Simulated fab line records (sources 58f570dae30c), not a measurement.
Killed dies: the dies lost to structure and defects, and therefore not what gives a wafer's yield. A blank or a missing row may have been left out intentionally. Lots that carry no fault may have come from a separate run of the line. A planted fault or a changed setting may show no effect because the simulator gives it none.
What tool caused it? / flow berkeley cmos170 / 10 lots, 30 wafers sampled, at 5 steps of a route of 331

## WHAT THE GAUGES READ, wafer by wafer
UCB170_NWELL_TW_MEAS_16. Usual: for NWELL_TW the level is 1257 and the standard deviation is 17.
lot=L545; measured=day 2 16:17; on=film metro-04; NWELL_TW=1272 1275 1268; flag=
lot=L546; measured=day 2 21:24; on=film metro-03; NWELL_TW=1246 1239 1251; flag=
lot=L548; measured=day 2 21:31; on=film metro-01; NWELL_TW=1234 1231 1237; flag=
lot=L547; measured=day 2 21:49; on=film metro-04; NWELL_TW=1270 1265 1257; flag=
lot=L550; measured=day 3 13:05; on=film metro-04; NWELL_TW=1273 1284 1274; flag=
lot=L549; measured=day 3 13:22; on=film metro-04; NWELL_TW=1278 1275 1268; flag=
lot=L551; measured=day 3 22:43; on=film metro-04; NWELL_TW=524 523 523 522 523 525; flag=OFF
lot=L552; measured=day 3 22:50; on=film metro-01; NWELL_TW=506 507 508 506 505 507; flag=OFF
lot=L553; measured=day 4 06:44; on=film metro-04; NWELL_TW=520 522 521 522 520 520; flag=OFF
lot=L554; measured=day 4 15:12; on=film metro-04; NWELL_TW=523 520 522 525 523 525; flag=OFF

UCB170_ACTIVE_THK_MEAS_03. Usual: for ACTIVE_OXIDE_THK the level is 26.3 nm and the standard deviation is 0.45.
lot=L545; measured=day 4 07:59; on=film metro-01; ACTIVE_OXIDE_THK (nm)=25.6 25.6 25.7; flag=
lot=L546; measured=day 4 18:35; on=film metro-03; ACTIVE_OXIDE_THK (nm)=26.7 27.1 26.6; flag=
lot=L548; measured=day 4 18:35; on=film metro-01; ACTIVE_OXIDE_THK (nm)=26.7 26.7 26.1; flag=
lot=L547; measured=day 4 18:37; on=film metro-02; ACTIVE_OXIDE_THK (nm)=26.0 26.0 26.2; flag=
lot=L550; measured=day 5 05:50; on=film metro-02; ACTIVE_OXIDE_THK (nm)=26.2 25.9 26.5; flag=
lot=L549; measured=day 5 05:50; on=film metro-03; ACTIVE_OXIDE_THK (nm)=26.9 26.5 26.9; flag=

UCB170_ACTIVE_THK_MEAS_06. Usual: for ACTIVE_NITRIDE_THK the level is 219.8 nm and the standard deviation is 2.1.
lot=L545; measured=day 4 15:01; on=film metro-01; ACTIVE_NITRIDE_THK (nm)=221.5 221.9 220.5; flag=
lot=L546; measured=day 5 01:25; on=film metro-03; ACTIVE_NITRIDE_THK (nm)=219.0 221.4 219.7; flag=
lot=L548; measured=day 5 01:25; on=film metro-01; ACTIVE_NITRIDE_THK (nm)=218.7 218.4 215.7; flag=
lot=L547; measured=day 5 01:26; on=film metro-02; ACTIVE_NITRIDE_THK (nm)=217.5 219.1 218.7; flag=
lot=L550; measured=day 5 15:23; on=film metro-02; ACTIVE_NITRIDE_THK (nm)=215.6 217.8 218.3; flag=
lot=L549; measured=day 5 15:22; on=film metro-03; ACTIVE_NITRIDE_THK (nm)=218.5 220.3 217.8; flag=

## WHICH TOOL RAN EACH LOT (tool, then ch and the chambers of the sampled wafers, then the start)
lot=L545; UCB170_NWELL_ETCH_13=rie diel-04 ch 0,1,2, day 2 15:56; UCB170_NWELL_IMPLANT_14=implanter-02 ch 0, day 2 16:02
lot=L546; UCB170_NWELL_ETCH_13=rie diel-03 ch 0,1,3, day 2 21:03; UCB170_NWELL_IMPLANT_14=implanter-04 ch 0, day 2 21:09
lot=L548; UCB170_NWELL_ETCH_13=rie diel-02 ch 0,1,2, day 2 21:10; UCB170_NWELL_IMPLANT_14=implanter-03 ch 0, day 2 21:16
lot=L547; UCB170_NWELL_ETCH_13=rie diel-04 ch 0,1,2, day 2 21:29; UCB170_NWELL_IMPLANT_14=implanter-02 ch 0, day 2 21:37
lot=L550; UCB170_NWELL_ETCH_13=rie diel-02 ch 0,2, day 3 12:44; UCB170_NWELL_IMPLANT_14=implanter-04 ch 0, day 3 12:52
lot=L549; UCB170_NWELL_ETCH_13=rie diel-04 ch 0,2,3, day 3 13:01; UCB170_NWELL_IMPLANT_14=implanter-03 ch 0, day 3 13:07
lot=L551; UCB170_NWELL_ETCH_13=rie diel-04 ch 0,1,2, day 3 22:21; UCB170_NWELL_IMPLANT_14=implanter-04 ch 0, day 3 22:29
lot=L552; UCB170_NWELL_ETCH_13=rie diel-03 ch 1,2,3, day 3 22:28; UCB170_NWELL_IMPLANT_14=implanter-03 ch 0, day 3 22:37
lot=L553; UCB170_NWELL_ETCH_13=rie diel-02 ch 0,1,3, day 4 06:22; UCB170_NWELL_IMPLANT_14=implanter-03 ch 0, day 4 06:31
lot=L554; UCB170_NWELL_ETCH_13=rie diel-04 ch 0,2,3, day 4 14:50; UCB170_NWELL_IMPLANT_14=implanter-04 ch 0, day 4 14:59
- UCB170_NWELL_ETCH_13: etches Si3N4 in CH3F/Ar/O2, stops on SiO2, target depth 246.4 nm, time 154 s.
- UCB170_NWELL_IMPLANT_14

## WHAT THE TOOLS THEMSELVES READ (means of the sampled wafers that have a number; where no wafer has one, the mark that the record gives instead)
UCB170_NWELL_ETCH_13. Usual: drypump motor current A 5.6 A, standard deviation 0.55; oes product au 0.944 a.u., standard deviation 0.012; throttle valve pct 8.04 %, standard deviation 0.12.
lot=L545; tool=rie diel-04; drypump motor current A (A)=5.5; oes product au (a.u.)=0.953; throttle valve pct (%)=7.85; flag=
lot=L546; tool=rie diel-03; drypump motor current A (A)=5.4; oes product au (a.u.)=0.950; throttle valve pct (%)=8.10; flag=
lot=L548; tool=rie diel-02; drypump motor current A (A)=5.3; oes product au (a.u.)=0.952; throttle valve pct (%)=8.13; flag=
lot=L547; tool=rie diel-04; drypump motor current A (A)=5.5; oes product au (a.u.)=0.944; throttle valve pct (%)=7.84; flag=
lot=L550; tool=rie diel-02; drypump motor current A (A)=5.4; oes product au (a.u.)=0.948; throttle valve pct (%)=8.18; flag=
lot=L549; tool=rie diel-04; drypump motor current A (A)=6.0; oes product au (a.u.)=0.941; throttle valve pct (%)=7.93; flag=
lot=L551; tool=rie diel-04; drypump motor current A (A)=5.5; oes product au (a.u.)=0.951; throttle valve pct (%)=7.85; flag=
lot=L552; tool=rie diel-03; drypump motor current A (A)=5.9; oes product au (a.u.)=0.944; throttle valve pct (%)=8.06; flag=
lot=L553; tool=rie diel-02; drypump motor current A (A)=5.5; oes product au (a.u.)=0.958; throttle valve pct (%)=8.12; flag=
lot=L554; tool=rie diel-04; drypump motor current A (A)=6.0; oes product au (a.u.)=0.941; throttle valve pct (%)=7.93; flag=

## THE ANSWER, worked out from the rows above alone
Rule: take the mean of a lot's wafers that have a number; if it is more than 3 standard deviations from the usual mean, the lot is off. A lot without any number at a reading at which 4 lots or more have one is off too. Any other lot the step has rows for is counted as sound. After the gauges, taken in route order, come the tools' own readings; for these a lot's mean is taken, as printed above. The first step at which some lot is off is used, and at that step the reading that is off furthest; a lot without a number counts as furthest.
Off: L551, L552, L553, L554, seen at UCB170_NWELL_TW_MEAS_16 (NWELL_TW).
A tool fits if, at a process step before that reading, it ran every lot that is off, and no sound lot after the first of them. Gauges at UCB170_NWELL_TW_MEAS_16: tried the same way as those tools. Of those tried, none fits.

## WHAT THE SIMULATOR HAD INSERTED
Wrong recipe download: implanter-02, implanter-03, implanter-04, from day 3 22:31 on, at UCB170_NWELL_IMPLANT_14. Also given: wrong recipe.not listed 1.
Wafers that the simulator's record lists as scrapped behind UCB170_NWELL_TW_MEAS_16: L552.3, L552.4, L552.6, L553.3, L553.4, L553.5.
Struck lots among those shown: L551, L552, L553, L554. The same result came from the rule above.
